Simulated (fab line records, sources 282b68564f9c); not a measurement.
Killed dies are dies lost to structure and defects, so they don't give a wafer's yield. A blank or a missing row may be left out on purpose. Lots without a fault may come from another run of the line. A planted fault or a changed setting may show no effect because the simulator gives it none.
Which tool did it? | flow rit_cmos | 7 lots, 21 wafers sampled, at 2 steps of a route of 202

WHAT THE GAUGES READ, wafer by wafer
RIT_NWELL_TW_MEAS_10.
lot  | measured    | on            | NWELL_TW
L146 | day 2 12:31 | film_metro-03 | 2110 2129 2117
L148 | day 2 20:06 | film_metro-04 | 2160 2167 2161
L151 | day 3 11:04 | film_metro-03 | 2110 2123 2115
L156 | day 4 15:56 | film_metro-03 | 2111 2113 2120
L158 | day 4 20:27 | film_metro-04 | 2166 2162 2157
L161 | day 5 16:27 | film_metro-01 | 2126 2139 2124
L166 | day 6 14:02 | film_metro-01 | 2129 2146 2144

WHICH TOOL RAN EACH LOT (tool, then ch and the chambers of the sampled wafers, then the start)
lot  | RIT_NWELL_IMPLANT_08
L146 | implanter-01 ch 0, day 2 12:13
L148 | implanter-02 ch 0, day 2 19:46
L151 | implanter-02 ch 0, day 3 10:45
L156 | implanter-02 ch 0, day 4 15:37
L158 | implanter-01 ch 0, day 4 20:07
L161 | implanter-01 ch 0, day 5 16:08
L166 | implanter-02 ch 0, day 6 13:43
- RIT_NWELL_IMPLANT_08

THE ANSWER, worked out from the rows above alone
Rule: what is usual is taken from the lots themselves. Put in order of their means at a reading, lots are off if they are a third of the lots or fewer, leave a main group of 4 or more, and stand apart from it by a gap of 3 or more times the standard deviation of the main group's means; of several such gaps the widest counts. A main group whose means are all the same, to the digits that the tables above print for the reading, isn't used. A lot without any number at a reading at which 4 lots or more have one is off too. The other lots that the step has rows for count as sound.
No lot is off at any reading shown: from this, nothing can be told.

WHAT THE SIMULATOR HAD PUT IN
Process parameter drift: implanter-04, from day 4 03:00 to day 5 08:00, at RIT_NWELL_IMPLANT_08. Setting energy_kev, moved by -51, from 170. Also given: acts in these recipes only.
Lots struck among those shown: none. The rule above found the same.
